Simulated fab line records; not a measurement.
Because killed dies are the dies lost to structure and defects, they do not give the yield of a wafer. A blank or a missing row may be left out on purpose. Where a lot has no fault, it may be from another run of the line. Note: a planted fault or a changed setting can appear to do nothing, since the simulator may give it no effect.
fab line records    flow rit-cmos
[record] lots = 14  wafers = 42  last-day = 7
route steps=202 shown NRETRO@56
lots that met no fault: taken from a fault-free run of the same line
start-h: hours from the record's first day to the start of the lot's first wafer shown    wait-h: hours from the lot's prior step to this one    " repeats the value in the row above    L1.1+2: one row covering several wafers at once    - value missing, or start not given    * or withheld: withheld    < > ~ a bound
route shown NAME@n: NAME is a module with steps in the file, n the number in the route of the first one    usual: mean and standard deviation over wafers with no fault    same: alike in all rows    chamber/n: place in a boat    sites: per-site readings    _std_site: standard deviation of those values    _edge_site: outer sites' mean less inner sites'    radius-mm: how far each site lies from the wafer's centre    mask NAME#n: copy n    behind: tool/chamber where the wafer was last shaped    hold: reason for holding the lot/hours on hold/outcome of the hold    device: the n, p or np transistor that did not switch    end of line: the same wafers' tests at the end of the route    where a step has no rows: the recipe by itself    killed: not the wafer's yield, but the dies lost to structure and defects at the first sort    map: shows each die of a wafer: x if killed, . if not, _ if none is there
set.NAME: the setting as run; set.NAME@STEP: as run at that earlier step    model.NAME: the simulator's own value behind a step, which no gauge read
steps of the route over a sample of lots; a table a step, a row a wafer
services: a tool's chamber out of use, with start hour (start-h, from the record's first day; less than 0 if before it), hours out, and reason
[[steps]]
[step RIT_NRETRO_EXPOSE_03]
[recipe] mask-id = M4  na = 0.57  target-cd-nm = 43900  dose-mj = 250
[usual] exposure-dose-mJ-cm2 = 250.03/0.24  focus-offset-nm = 0.0/0.47  na = 0.57/0
lot.wafer  tool              chamber  start-h  wait-h  mask  exposure-dose-mJ-cm2  focus-offset-nm  na
L383.1     iline-stepper-02  0        33.71    0.2     M4#0  249.74                -0.6             0.57
L383.2     "                 0        "        "       M4#0  250.09                0.5              0.57
L383.4     "                 0        "        "       M4#0  249.87                -0.1             0.57
L384.3     iline-stepper-01  0        40.08    0.2     M4#0  250.59                0.0              0.57
L384.5     "                 0        "        "       M4#0  250.11                0.1              0.57
L384.6     "                 0        "        "       M4#0  250.06                -0.2             0.57
L385.3     iline-stepper-02  0        44.44    0.2     M4#0  250.34                -0.1             0.57
L385.4     "                 0        "        "       M4#0  250.09                0.0              0.57
L385.6     "                 0        "        "       M4#0  250.03                -0.7             0.57
L387.3     iline-stepper-02  0        53.55    0.1     M4#0  249.91                0.5              0.57
L387.4     "                 0        "        "       M4#0  249.78                0.0              0.57
L387.5     "                 0        "        "       M4#0  249.94                0.0              0.57
L388.4     iline-stepper-01  0        59.47    0.2     M4#0  250.12                -0.8             0.57
L388.5     "                 0        "        "       M4#0  249.93                -0.4             0.57
L388.6     "                 0        "        "       M4#0  250.29                -0.2             0.57
L389.1     iline-stepper-02  0        64.78    0.2     M4#0  249.84                0.5              0.57
L389.3     "                 0        "        "       M4#0  249.88                -0.4             0.57
L389.6     "                 0        "        "       M4#0  250.35                0.5              0.57
L391.1     iline-stepper-02  0        76.08    0.2     M4#0  250.19                -0.5             0.57
L391.3     "                 0        "        "       M4#0  250.32                -0.2             0.57
L391.6     "                 0        "        "       M4#0  250.42                -0.3             0.57
L397.2     iline-stepper-02  -        108.52   0.1     M4#0  -                     -                -
L397.3     "                 -        "        "       M4#0  -                     -                -
L397.6     "                 -        "        "       M4#0  -                     -                -
L398.1     iline-stepper-01  -        110.96   0.2     M4#0  -                     -                -
L398.2     "                 -        "        "       M4#0  -                     -                -
L398.5     "                 -        "        "       M4#0  -                     -                -
L399.2     iline-stepper-02  0        115.77   0.2     M4#0  250.53                -0.2             0.57
L399.3     "                 0        "        "       M4#0  250.05                -0.2             0.57
L399.4     "                 0        "        "       M4#0  250.00                1.0              0.57
L400.2     iline-stepper-02  0        120.73   0.1     M4#0  250.49                -0.2             0.57
L400.4     "                 0        "        "       M4#0  250.05                0.1              0.57
L400.6     "                 0        "        "       M4#0  250.09                0.0              0.57
L401.1     iline-stepper-01  0        123.71   0.2     M4#0  250.04                0.2              0.57
L401.2     "                 0        "        "       M4#0  250.05                0.9              0.57
L401.4     "                 0        "        "       M4#0  250.40                -0.1             0.57
L404.2     iline-stepper-02  0        139.87   0.2     M4#0  249.97                -0.8             0.57
L404.4     "                 0        "        "       M4#0  249.70                -0.6             0.57
L404.6     "                 0        "        "       M4#0  249.85                -0.3             0.57
L405.2     iline-stepper-01  0        146.19   0.2     M4#0  249.94                0.2              0.57
L405.4     "                 0        "        "       M4#0  249.81                0.9              0.57
L405.5     "                 0        "        "       M4#0  250.34                0.5              0.57
[[services]]
tool              chamber  start-h  hours  kind
iline-stepper-02  -        24.75    5.1    repair
iline-stepper-01  0        95.57    -      calibration
[[key]]
[first-sign] step = RIT_NRETRO_EXPOSE_03  reading = tool-record  direction = missing
effect none on later readings
met-at RIT_NRETRO_EXPOSE_03
struck-lots L397,L398
sort-left-out L397.2,L397.3,L397.6,L398.1,L398.2,L398.5
tester-left-out L397,L398
onset-between 76.08 108.52
[fault] kind = skipped-step-whole  tool = iline-stepper-01,iline-stepper-02  chamber = -  onset-h = 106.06  steps = RIT_NRETRO_EXPOSE_03  scope = struck-lots-only
// tester-left-out: of these lots the tester's yield and bins aren't shown, on N5 and GAA mostly nor the transistor test; their killed dies are dies lost to structure and defects alone, not to doping, threshold or leakage, so they don't give the yield
// sort-left-out: the simulated sort isn't trusted on such a fault, so these wafers' sort isn't shown, and their yield isn't known
